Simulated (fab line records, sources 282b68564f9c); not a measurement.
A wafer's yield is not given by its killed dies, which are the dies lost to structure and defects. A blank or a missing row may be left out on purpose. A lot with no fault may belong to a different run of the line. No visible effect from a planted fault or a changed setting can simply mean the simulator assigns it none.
Lot-split experiment || flow rit_cmos || 23 wafers read from 5 lots, route of 202 steps

== ABOUT THE SPLIT ==
At RIT_M1_EXPOSE_06 (exposes mask M12, target cd 2600 nm), the setting dose_mj was moved away from the recipe's 250 on 11 of the 23 wafers read, by -2.4% to +6.9%. For the rest of the wafers, this setting stayed at what the recipe calls for.

== FROM THE SPLIT TO THE READING: what the file shows between them, 2 steps ==
- RIT_M1_PEB_07
- RIT_M1_DEVELOP_08: develop time 70.99 s

== THE READING ==
cd_nm, in nm, at RIT_M1_CD_MEAS_09 (target cd 2600 nm). Typical for fault-free wafers on this fab line: 2599.6 nm, with standard deviation 2.4 nm.

{"wafer": "L074.1", "tool, chamber at the split": "iline_stepper-02, 0", "dose_mj as run": 250, "against the recipe": "recipe", "cd_nm, nm": 2600.2, "against lot-mates on the recipe": "-"}
{"wafer": "L074.2", "tool, chamber at the split": "iline_stepper-02, 0", "dose_mj as run": 258.3, "against the recipe": "+3.3%", "cd_nm, nm": 2589.5, "against lot-mates on the recipe": -11.1}
{"wafer": "L074.3", "tool, chamber at the split": "iline_stepper-02, 0", "dose_mj as run": 250, "against the recipe": "recipe", "cd_nm, nm": 2601.0, "against lot-mates on the recipe": "-"}
{"wafer": "L074.4", "tool, chamber at the split": "iline_stepper-02, 0", "dose_mj as run": 258.3, "against the recipe": "+3.3%", "cd_nm, nm": 2590.5, "against lot-mates on the recipe": -10.1}
{"wafer": "L074.6", "tool, chamber at the split": "iline_stepper-02, 0", "dose_mj as run": 250, "against the recipe": "recipe", "cd_nm, nm": 2600.5, "against lot-mates on the recipe": "-"}
{"wafer": "L077.2", "tool, chamber at the split": "iline_stepper-01, 0", "dose_mj as run": 250, "against the recipe": "recipe", "cd_nm, nm": 2600.4, "against lot-mates on the recipe": "-"}
{"wafer": "L077.3", "tool, chamber at the split": "iline_stepper-01, 0", "dose_mj as run": 263.2, "against the recipe": "+5.3%", "cd_nm, nm": 2587.0, "against lot-mates on the recipe": -14.1}
{"wafer": "L077.4", "tool, chamber at the split": "iline_stepper-01, 0", "dose_mj as run": 263.2, "against the recipe": "+5.3%", "cd_nm, nm": 2586.6, "against lot-mates on the recipe": -14.5}
{"wafer": "L077.5", "tool, chamber at the split": "iline_stepper-01, 0", "dose_mj as run": 263.2, "against the recipe": "+5.3%", "cd_nm, nm": 2585.7, "against lot-mates on the recipe": -15.4}
{"wafer": "L077.6", "tool, chamber at the split": "iline_stepper-01, 0", "dose_mj as run": 250, "against the recipe": "recipe", "cd_nm, nm": 2601.7, "against lot-mates on the recipe": "-"}
{"wafer": "L079.1", "tool, chamber at the split": "iline_stepper-02, 0", "dose_mj as run": 244.1, "against the recipe": "-2.4%", "cd_nm, nm": 2604.5, "against lot-mates on the recipe": "+6.4"}
{"wafer": "L079.2", "tool, chamber at the split": "iline_stepper-02, 0", "dose_mj as run": 244.1, "against the recipe": "-2.4%", "cd_nm, nm": 2605.9, "against lot-mates on the recipe": "+7.8"}
{"wafer": "L079.3", "tool, chamber at the split": "iline_stepper-02, 0", "dose_mj as run": 244.1, "against the recipe": "-2.4%", "cd_nm, nm": 2606.5, "against lot-mates on the recipe": "+8.4"}
{"wafer": "L079.4", "tool, chamber at the split": "iline_stepper-02, 0", "dose_mj as run": 250, "against the recipe": "recipe", "cd_nm, nm": 2597.7, "against lot-mates on the recipe": "-"}
{"wafer": "L079.5", "tool, chamber at the split": "iline_stepper-02, 0", "dose_mj as run": 250, "against the recipe": "recipe", "cd_nm, nm": 2598.4, "against lot-mates on the recipe": "-"}
{"wafer": "L082.1", "tool, chamber at the split": "iline_stepper-01, 0", "dose_mj as run": 250, "against the recipe": "recipe", "cd_nm, nm": 2594.3, "against lot-mates on the recipe": "-"}
{"wafer": "L082.2", "tool, chamber at the split": "iline_stepper-01, 0", "dose_mj as run": 267.2, "against the recipe": "+6.9%", "cd_nm, nm": 2575.0, "against lot-mates on the recipe": -18.9}
{"wafer": "L082.4", "tool, chamber at the split": "iline_stepper-01, 0", "dose_mj as run": 267.2, "against the recipe": "+6.9%", "cd_nm, nm": 2576.7, "against lot-mates on the recipe": -17.2}
{"wafer": "L082.5", "tool, chamber at the split": "iline_stepper-01, 0", "dose_mj as run": 250, "against the recipe": "recipe", "cd_nm, nm": 2593.4, "against lot-mates on the recipe": "-"}
{"wafer": "L082.6", "tool, chamber at the split": "iline_stepper-01, 0", "dose_mj as run": 267.2, "against the recipe": "+6.9%", "cd_nm, nm": 2574.8, "against lot-mates on the recipe": -19.1}
{"wafer": "L085.2", "tool, chamber at the split": "iline_stepper-01, 0", "dose_mj as run": 250, "against the recipe": "recipe", "cd_nm, nm": 2597.0, "against lot-mates on the recipe": "-"}
{"wafer": "L085.4", "tool, chamber at the split": "iline_stepper-01, 0", "dose_mj as run": 250, "against the recipe": "recipe", "cd_nm, nm": 2600.8, "against lot-mates on the recipe": "-"}
{"wafer": "L085.5", "tool, chamber at the split": "iline_stepper-01, 0", "dose_mj as run": 250, "against the recipe": "recipe", "cd_nm, nm": 2599.4, "against lot-mates on the recipe": "-"}

THE FIT
A straight line over all 23 wafers: cd_nm changes by -2.98 nm for each +1% of dose_mj; r = -0.96; the points scatter about the line by 2.6 nm.
The same after taking each lot's own level away (the mean of its wafers on the recipe; 23 wafers): -2.8 nm for each +1%; r = -0.99; scatter 1 nm.
According to that fit, moving dose_mj by its largest amount changes the reading by 19 nm.
The span of the lots' own levels, 2593.85 to 2601.05 nm, comes to 3.0 times the standard deviation stated above.
The two slopes are in agreement: the lot-to-lot level therefore moves the slope only a little.
Check: -19.1 nm against its lot-mates is what the line predicts for one of the wafers moved furthest among these (+6.9%) when that wafer is left out of the fit. Against them it came out at -18.9 nm.

== OTHER SPLITS APPLIED TO THESE WAFERS ==
Before the reading, these wafers also passed through other splits. Each is held against what the fit with the lots' levels taken away leaves over:
{"other split on the same wafers": "RIT_PSD_HARDBAKE_07 temp_c", "wafers away from the commonest value": 8, "r with cd_nm (lot level and that fit taken away)": -0.40}
{"other split on the same wafers": "RIT_SDANNEAL_CLEAN_02 time_s", "wafers away from the commonest value": 10, "r with cd_nm (lot level and that fit taken away)": -0.14}
{"other split on the same wafers": "RIT_CONTACT_EXPOSE_05 dose_mj", "wafers away from the commonest value": 7, "r with cd_nm (lot level and that fit taken away)": -0.12}
{"other split on the same wafers": "RIT_M1_SPUTTER_00 chamber_pressure_pa", "wafers away from the commonest value": 18, "r with cd_nm (lot level and that fit taken away)": "+0.22"}

== THE WHOLE CHAIN: every reading that the file lists as answering this split, in the file's order ==
{"step": "RIT_M1_DEVELOP_08", "what it does": "develop time 70.99 s", "reading": "M1.cd_nm (the simulator's own value, which no gauge read)", "change (the file's fit)": "-2.78 nm for each +1% of the setting", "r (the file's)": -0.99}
{"step": "RIT_M1_CD_MEAS_09", "what it does": "target cd 2600 nm", "reading": "cd_nm", "change (the file's fit)": "-2.79 nm for each +1% of the setting", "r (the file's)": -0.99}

== THE FILE'S OWN FIT ==
cd_nm changes by -2.79 nm for each +1% of dose_mj, r = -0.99.
